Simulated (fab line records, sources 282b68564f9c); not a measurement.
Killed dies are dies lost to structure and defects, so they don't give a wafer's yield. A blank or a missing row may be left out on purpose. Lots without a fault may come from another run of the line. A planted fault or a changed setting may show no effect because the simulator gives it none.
Which tool did it? | flow rit_cmos | 13 lots, 39 wafers sampled, at 7 steps of a route of 202

WHAT THE GAUGES READ, wafer by wafer
RIT_NRETRO_OVL_MEAS_06. Usual: NRETRO_OVL -0.5 nm, standard deviation 1.1.
lot  | measured    | on         | NRETRO_OVL (nm) | flag
L444 | day 2 16:46 | overlay-01 | -2.7 -1.3 -1.9  |
L446 | day 2 22:31 | overlay-01 | -0.8 -0.9 -1.1  |
L447 | day 3 10:01 | overlay-02 | -1.1 -0.4 0.1   |
L449 | day 3 12:47 | overlay-01 | -0.4 1.0 0.8    |
L451 | day 3 23:05 | overlay-01 | - - -           | OFF
L452 | day 4 02:15 | overlay-02 | 0.2 0.0 0.6     |
L454 | day 4 13:43 | overlay-02 | -1.3 -2.6 -2.3  |
L461 | day 6 00:41 | overlay-02 | 0.3 -1.5 1.5    |
L462 | day 6 08:47 | overlay-02 | -0.4 -2.2 -2.7  |
L463 | day 6 14:31 | overlay-02 | -0.6 -2.1 -0.7  |
L464 | day 6 23:44 | overlay-01 | -2.6 -1.7 -0.8  |
L465 | day 7 04:47 | overlay-02 | 0.9 -1.1 1.3    |
L466 | day 7 09:16 | overlay-02 | 0.4 -2.2 -0.5   |

RIT_NRETRO_TW_MEAS_10. Usual: NRETRO_TW 1050, standard deviation 7.9.
lot  | measured    | on            | NRETRO_TW      | flag
L444 | day 2 17:23 | film_metro-04 | 1047 1048 1047 |
L446 | day 2 23:08 | film_metro-03 | 1054 1051 1047 |
L447 | day 3 10:37 | film_metro-04 | 1037 1043 1032 |
L449 | day 3 13:25 | film_metro-01 | 1044 1050 1053 |
L451 | day 3 23:43 | film_metro-04 | 30 30 30       | OFF
L452 | day 4 02:52 | film_metro-03 | 1072 1062 1067 |
L454 | day 4 14:20 | film_metro-01 | 1047 1047 1045 |
L461 | day 6 01:18 | film_metro-03 | 1059 1062 1060 |
L462 | day 6 09:23 | film_metro-03 | 1059 1059 1061 |
L463 | day 6 15:07 | film_metro-01 | 1041 1039 1039 |
L464 | day 7 00:21 | film_metro-01 | 1046 1052 1048 |
L465 | day 7 05:25 | film_metro-01 | 1050 1045 1050 |
L466 | day 7 09:52 | film_metro-04 | 1042 1042 1043 |

RIT_PRETRO_TW_MEAS_10. Usual: PRETRO_TW 476, standard deviation 3.3.
lot  | measured    | on            | PRETRO_TW      | flag
L444 | day 2 19:04 | film_metro-02 | 477 475 475    |
L446 | day 3 00:55 | film_metro-03 | 480 480 481    |
L447 | day 3 12:34 | film_metro-02 | 473 477 475    |
L449 | day 3 15:08 | film_metro-03 | 482 481 483    |
L451 | day 4 01:23 | film_metro-03 | 1087 1086 1088 | OFF
L452 | day 4 04:32 | film_metro-03 | 480 479 480    |
L454 | day 4 16:03 | film_metro-03 | 478 481 477    |
L461 | day 6 02:58 | film_metro-01 | 470 476 470    |
L462 | day 6 11:10 | film_metro-03 | 478 481 483    |
L463 | day 6 16:48 | film_metro-02 | 476 479 479    |
L464 | day 7 02:01 | film_metro-01 | 473 474 473    |
L465 | day 7 06:58 | film_metro-01 | 475 475 477    |
L466 | day 7 11:25 | film_metro-01 | 475 474 474    |

RIT_PSD_OVL_MEAS_06. Usual: PSD_OVL 1.8 nm, standard deviation 1.5.
lot  | measured    | on         | PSD_OVL (nm) | flag
L444 | day 3 13:28 | overlay-02 | 1.4 2.0 0.0  |
L446 | day 3 20:02 | overlay-02 | 2.0 1.8 2.0  |
L447 | day 4 09:53 | overlay-02 | 1.2 2.9 0.7  |
L449 | day 4 09:44 | overlay-02 | 1.9 2.7 3.2  |
L451 | day 4 19:34 | overlay-02 | 1.0 1.8 1.3  |
L452 | day 4 23:01 | overlay-02 | -0.4 0.7 0.4 |
L454 | day 5 09:33 | overlay-02 | 1.0 0.7 0.0  |
L461 | day 7 03:58 | overlay-01 | 3.7 3.4 4.1  |
L462 | day 7 10:55 | overlay-01 | 2.9 3.2 1.9  |
L463 | day 7 14:34 | overlay-01 | 1.5 0.1 0.8  |
L464 | day 7 21:29 | overlay-02 | 2.0 1.4 -0.3 |
L465 | day 8 06:38 | overlay-02 | 4.6 4.1 3.1  |
L466 | day 8 08:32 | overlay-01 | 1.7 3.8 2.4  |

RIT_M1_BOW_MEAS_16. Usual: M1_BOW 16 um, standard deviation 6.8.
lot  | measured    | on            | M1_BOW (um) | flag
L444 | day 3 22:04 | film_metro-03 | 20 28 20    |
L446 | day 4 05:07 | film_metro-01 | 10 12 14    |
L447 | day 4 20:01 | film_metro-04 | 17 22 12    |
L449 | day 4 18:32 | film_metro-03 | 22 9 6      |
L451 | day 5 03:57 | film_metro-04 | -4 17 21    |
L452 | day 5 07:16 | film_metro-01 | 12 4 7      |
L454 | day 5 17:58 | film_metro-01 | 18 21 14    |
L461 | day 7 12:13 | film_metro-04 | 14 12 11    |
L462 | day 7 19:37 | film_metro-04 | 11 12 13    |
L463 | day 7 22:56 | film_metro-03 | 10 24 21    |
L464 | day 8 05:50 | film_metro-03 | 19 29 18    |
L465 | day 8 15:09 | film_metro-04 | 5 13 14     |
L466 | day 8 16:40 | film_metro-04 | 12 8 22     |

WHICH TOOL RAN EACH LOT (tool, then ch and the chambers of the sampled wafers, then the start)
lot  | RIT_NRETRO_EXPOSE_03               | RIT_SDANNEAL_RTA_03
L444 | iline_stepper-01 ch 0, day 2 16:22 | rtp_anneal-01 ch 0, day 3 14:35
L446 | iline_stepper-02 ch 0, day 2 22:07 | rtp_anneal-01 ch 0, day 3 21:00
L447 | iline_stepper-01 ch 0, day 3 09:35 | rtp_anneal-02 ch 0, day 4 10:49
L449 | iline_stepper-01 ch 0, day 3 12:23 | rtp_anneal-02 ch 0, day 4 10:42
L451 | iline_stepper-02 ch 0, day 3 22:40 | rtp_anneal-02 ch 0, day 4 20:31
L452 | iline_stepper-02 ch 0, day 4 01:40 | rtp_anneal-01 ch 0, day 5 00:02
L454 | iline_stepper-01 ch 0, day 4 13:18 | rtp_anneal-01 ch 0, day 5 10:37
L461 | iline_stepper-02 ch 0, day 6 00:16 | rtp_anneal-02 ch 0, day 7 04:55
L462 | iline_stepper-02 ch 0, day 6 08:21 | rtp_anneal-01 ch 0, day 7 12:02
L463 | iline_stepper-02 ch 0, day 6 14:05 | rtp_anneal-02 ch 0, day 7 15:33
L464 | iline_stepper-01 ch 0, day 6 23:19 | rtp_anneal-01 ch 0, day 7 22:29
L465 | iline_stepper-02 ch 0, day 7 04:24 | rtp_anneal-02 ch 0, day 8 07:35
L466 | iline_stepper-02 ch 0, day 7 08:50 | rtp_anneal-01 ch 0, day 8 09:29
- RIT_NRETRO_EXPOSE_03: exposes mask M4, target cd 43900 nm.
- RIT_SDANNEAL_RTA_03: time 5 s.

WHAT THE TOOLS THEMSELVES READ (means of the sampled wafers that have a number; where no wafer has one, the mark that the record gives instead)
RIT_NRETRO_EXPOSE_03. Usual: reticle_temp_C 23.01 C, standard deviation 0.1.
lot  | tool             | reticle_temp_C (C) | flag
L444 | iline_stepper-01 | 22.97              |
L446 | iline_stepper-02 | 23.10              |
L447 | iline_stepper-01 | 23.01              |
L449 | iline_stepper-01 | 22.98              |
L451 | iline_stepper-02 | 22.99              |
L452 | iline_stepper-02 | 23.00              |
L454 | iline_stepper-01 | 23.03              |
L461 | iline_stepper-02 | 23.06              |
L462 | iline_stepper-02 | 23.11              |
L463 | iline_stepper-02 | 23.10              |
L464 | iline_stepper-01 | 23.02              |
L465 | iline_stepper-02 | 22.90              |
L466 | iline_stepper-02 | 23.11              |

RIT_SDANNEAL_RTA_03. Usual: ramp_down_c_per_s 171.00, standard deviation 0.03; wafer_temp_C_max 1053.5, standard deviation 1.1.
lot  | tool          | ramp_down_c_per_s | wafer_temp_C_max | flag
L444 | rtp_anneal-01 | 171.01            | 1053.5           |
L446 | rtp_anneal-01 | 170.99            | 1053.8           |
L447 | rtp_anneal-02 | 171.00            | 1052.5           |
L449 | rtp_anneal-02 | 171.01            | 1052.7           |
L451 | rtp_anneal-02 | 171.00            | 1054.0           |
L452 | rtp_anneal-01 | 171.00            | 1052.7           |
L454 | rtp_anneal-01 | 170.98            | 1053.7           |
L461 | rtp_anneal-02 | 170.98            | 1053.2           |
L462 | rtp_anneal-01 | 171.00            | 1054.4           |
L463 | rtp_anneal-02 | 171.02            | 1054.2           |
L464 | rtp_anneal-01 | 170.98            | 1053.7           |
L465 | rtp_anneal-02 | 171.04            | 1052.8           |
L466 | rtp_anneal-01 | 170.98            | 1053.0           |

THE ANSWER, worked out from the rows above alone
Rule: a lot is off if the mean of its wafers that have a number lies more than 3 standard deviations from the usual mean. A lot without any number at a reading at which 4 lots or more have one is off too. The other lots that the step has rows for count as sound. The gauges are gone through in route order, then the tools' own readings, and for those a lot's mean is taken as printed above. The first step at which some lot is off is used, and at that step the reading that is off furthest; a lot without a number counts as furthest.
Off: L451, at RIT_NRETRO_OVL_MEAS_06 (NRETRO_OVL). Without a number there: L451.
A tool fits if, at a process step before that reading, it ran every lot that is off, and no sound lot after the first of them. The gauges at RIT_NRETRO_OVL_MEAS_06 aren't tried: what is off there is off at RIT_NRETRO_TW_MEAS_10 too, on other tools, and a gauge's error can't cause that. None of those tried fits.

WHAT THE SIMULATOR HAD PUT IN
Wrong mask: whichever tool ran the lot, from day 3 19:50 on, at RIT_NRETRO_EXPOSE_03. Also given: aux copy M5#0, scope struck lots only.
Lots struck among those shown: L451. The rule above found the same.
